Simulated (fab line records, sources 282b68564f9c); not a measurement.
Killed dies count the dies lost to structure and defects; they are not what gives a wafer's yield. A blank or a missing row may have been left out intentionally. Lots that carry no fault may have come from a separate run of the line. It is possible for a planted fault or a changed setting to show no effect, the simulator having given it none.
A struck lot beside a sound one	flow rit-cmos	20 out of 202 route steps
Sound: wafers L462.2, L462.3, L462.6. Struck: wafers L463.3, L463.4, L463.6. The cause comes at the end.
Each step with rows lists, per side, the tool, then ch with its chambers, then its first start. Under that, the readings that differ: sound wafers	struck wafers	difference of the means	sigmas: that difference in standard deviations of wafers without a fault.
alike: a reading whose means differ by less than 2 such deviations, as well as words and numbers matching on both sides. not compared: withheld readings; readings where some wafer has no value; bounds like >300 that might hide an equal value; numbers whose values overlap and for which the record gives no deviation.
A row with sigmas, a row that says differs or no value, or rows on one side alone: a step with any of these is where the two part. Numbers that don't overlap but have no deviation are shown without sigmas and don't part them. A reading that every wafer of one side lacks parts them only if that side has two wafers or more.

RIT_SDANNEAL_RS_MEAS_06: measures by four-point-probe.
  sound on film-metro-02, day 4 12:44; struck on film-metro-04, day 4 23:37
  alike: PLDD_RS
RIT_SDANNEAL_RS_MEAS_07: measures by four-point-probe.
  sound on film-metro-02, day 4 12:52; struck on film-metro-04, day 4 23:44
  alike: NLDD_RS
then, 1 step without rows for these wafers: RIT_SILICIDE_WET_ETCH_00 (etches SiO2 in BOE, target depth 14 nm, time 15 s).
RIT_SILICIDE_SPUTTER_01: material Ti, target thk 30 nm, time 246.8 s.
  sound on pvd-sputter-03, day 4 12:58; struck on pvd-sputter-03, day 4 23:51
  alike: throttle-valve-pct
RIT_SILICIDE_RS_MEAS_02: measures by four-point-probe.
  sound on film-metro-04, day 4 13:08; struck on film-metro-02, day 5 00:02
  alike: SILICIDE_TI_RS
RIT_SILICIDE_THK_MEAS_03: measures by xrf.
  sound on film-metro-04, day 4 13:15; struck on film-metro-02, day 5 00:08
  alike: SILICIDE_TI_THK
RIT_SILICIDE_RTA_04: time 10 s, ramp up 5 s, ramp down 5 s.
  sound on rtp-anneal-01 ch 0, day 4 13:19; struck on rtp-anneal-02 ch 0, day 5 00:12
reading	sound	struck	difference	sigmas
wafer_temp_C_max	652.0 652.1 652.0	654.5 654.8 654.0	+2.4	+2
then, 1 step without rows for these wafers: RIT_SILICIDE_WET_ETCH_05 (etches Ti in SPM, time 120 s).
RIT_SILICIDE_RTA_06: time 10 s, ramp up 5 s, ramp down 10 s.
  sound on rtp-anneal-02 ch 0, day 4 13:25; struck on rtp-anneal-01 ch 0, day 5 00:21
reading	sound	struck	difference	sigmas
wafer_temp_C_max	754.5 754.3 755.0	752.0 751.4 751.3	-3.0	-3
RIT_CONTACT_CVD_00: deposits SiO2 from TEOS, target thk 400 nm, time 61 s.
  sound on pecvd-03 ch 0,2, day 4 13:29; struck on pecvd-04 ch 0,1,2, day 5 00:23
  alike: heater-power-w, susceptor-temp-C
RIT_CONTACT_THK_MEAS_01:
  sound on film-metro-01, day 4 13:32; struck on film-metro-03, day 5 00:28
  alike: CONTACT_TEOS_THK
then, 1 step without rows for these wafers: RIT_CONTACT_HMDS_02 (prime time 60 s).
RIT_CONTACT_COAT_03: resist thk 1000 nm.
  struck on litho-track-04, day 5 00:43; sound on litho-track-04 ch 0, day 4 13:48
  no value came back on the struck wafers for chill-plate-temp-C (C), dispense-pressure-kPa (kPa); on the sound wafers chill-plate-temp-C (C) reads 22.98 23.10 22.85
then, 4 steps without rows for these wafers: RIT_CONTACT_SOFTBAKE_04 (time 60 s); RIT_CONTACT_EXPOSE_05 (exposes mask M11, target cd 1000 nm); RIT_CONTACT_PEB_06; RIT_CONTACT_DEVELOP_07 (develop time 120 s).
RIT_CONTACT_CD_MEAS_08: target cd 1000 nm.
  sound on cd-sem-01, day 4 14:44; struck on cd-sem-02, day 5 01:31
reading	sound	struck	difference	sigmas
cd-nm (nm)	997.7 997.4 998.6	- - -	no value on the struck wafers	
RIT_CONTACT_OVL_MEAS_09:
  sound on overlay-01, day 4 14:50; struck on overlay-02, day 5 01:36
reading	sound	struck	difference	sigmas
CONTACT_OVL (nm)	1.4 -1.6 1.8	- - -	no value on the struck wafers	
RIT_M1_PROBE_99:
  sound on prober-02, day 4 20:14; struck on prober-01, day 5 07:04
reading	sound	struck	difference	sigmas
killed-at-contacts	0 0 0	262 257 263	+261	+99 or more
killed-dies	3 4 9	264 264 264	+259	+92
killed-on-rim	0 0 4	70 70 70	+69	+49
  alike: killed-at-front-end, killed-open, killed-short

== WHERE THEY PART ==
Last at RIT_M1_PROBE_99 as far as this record goes, first at RIT_SILICIDE_RTA_04.

WHY: what the simulator had put in
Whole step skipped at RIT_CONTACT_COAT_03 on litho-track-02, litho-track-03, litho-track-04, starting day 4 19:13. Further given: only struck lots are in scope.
